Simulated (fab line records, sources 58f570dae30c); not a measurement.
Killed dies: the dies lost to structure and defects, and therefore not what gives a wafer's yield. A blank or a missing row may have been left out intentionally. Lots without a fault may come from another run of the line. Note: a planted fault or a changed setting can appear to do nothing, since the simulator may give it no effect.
Lot-split experiment -- flow berkeley_cmos170 -- 5 lots, 23 wafers read, on a route of 331 steps

== THE SPLIT ==
At UCB170_START_OXIDATION_02 (target thk 20 nm, ox time 1800 s), the setting temp_c was moved away from the recipe's 950 C on 5 of the 23 wafers read, by -1.8%. This setting was run at the recipe's value on the other wafers.

Split to reading: the file shows no intervening step.

== THE READING ==
START_OXIDE_THK in nanometres, read at UCB170_START_THK_MEAS_03. On this fab line, fault-free wafers typically give 19.96 nm with a standard deviation of 0.27 nm.

wafer,"tool, chamber at the split","temp_c as run, C",against the recipe,"START_OXIDE_THK, nm",against lot-mates on the recipe
L076.1,"-, -",950,recipe,20.08,-
L076.2,"-, -",950,recipe,19.98,-
L076.3,"-, -",950,recipe,20.11,-
L076.4,"-, -",950,recipe,19.81,-
L076.5,"-, -",950,recipe,19.69,-
L078.1,"-, -",950,recipe,20.10,-
L078.2,"-, -",950,recipe,20.14,-
L078.4,"-, -",950,recipe,19.79,-
L078.5,"-, -",950,recipe,20.21,-
L078.6,"-, -",950,recipe,20.02,-
L080.1,"-, -",950,recipe,19.48,-
L080.2,"-, -",950,recipe,19.57,-
L080.4,"-, -",950,recipe,19.70,-
L080.5,"-, -",950,recipe,19.49,-
L080.6,"-, -",950,recipe,19.67,-
L082.1,"furnace-02, 0",950,recipe,20.31,-
L082.4,"furnace-02, 0",950,recipe,19.68,-
L082.6,"furnace-02, 0",950,recipe,19.95,-
L083.1,"-, -",933.2,-1.8%,16.76,no lot-mate on the recipe
L083.2,"-, -",933.2,-1.8%,16.95,no lot-mate on the recipe
L083.3,"-, -",933.2,-1.8%,17.00,no lot-mate on the recipe
L083.5,"-, -",933.2,-1.8%,16.82,no lot-mate on the recipe
L083.6,"-, -",933.2,-1.8%,16.91,no lot-mate on the recipe

THE FIT
A straight line over all 23 wafers: START_OXIDE_THK changes by +1.69 nm for each +1% of temp_c; r = +0.98; the points scatter about the line by 0.23 nm.
Too few moved wafers have a lot-mate on the recipe to fit a line with each lot's own level taken away.

== THE WHOLE CHAIN: every reading that the file lists as answering this split, in the file's order ==
step,what it does,reading,change (the file's fit),r (the file's)
UCB170_START_OXIDATION_02,"target thk 20 nm, ox time 1800 s","SiO2_of_START_OXIDATION_02.thk_nm (the simulator's own value, which no gauge read)",+1.67 nm for each +1% of the setting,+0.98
UCB170_START_THK_MEAS_03,,START_OXIDE_THK,+1.69 for each +1% of the setting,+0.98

== FILE'S OWN FIT ==
START_OXIDE_THK changes by +1.69 nm for each +1% of temp_c, r = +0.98.
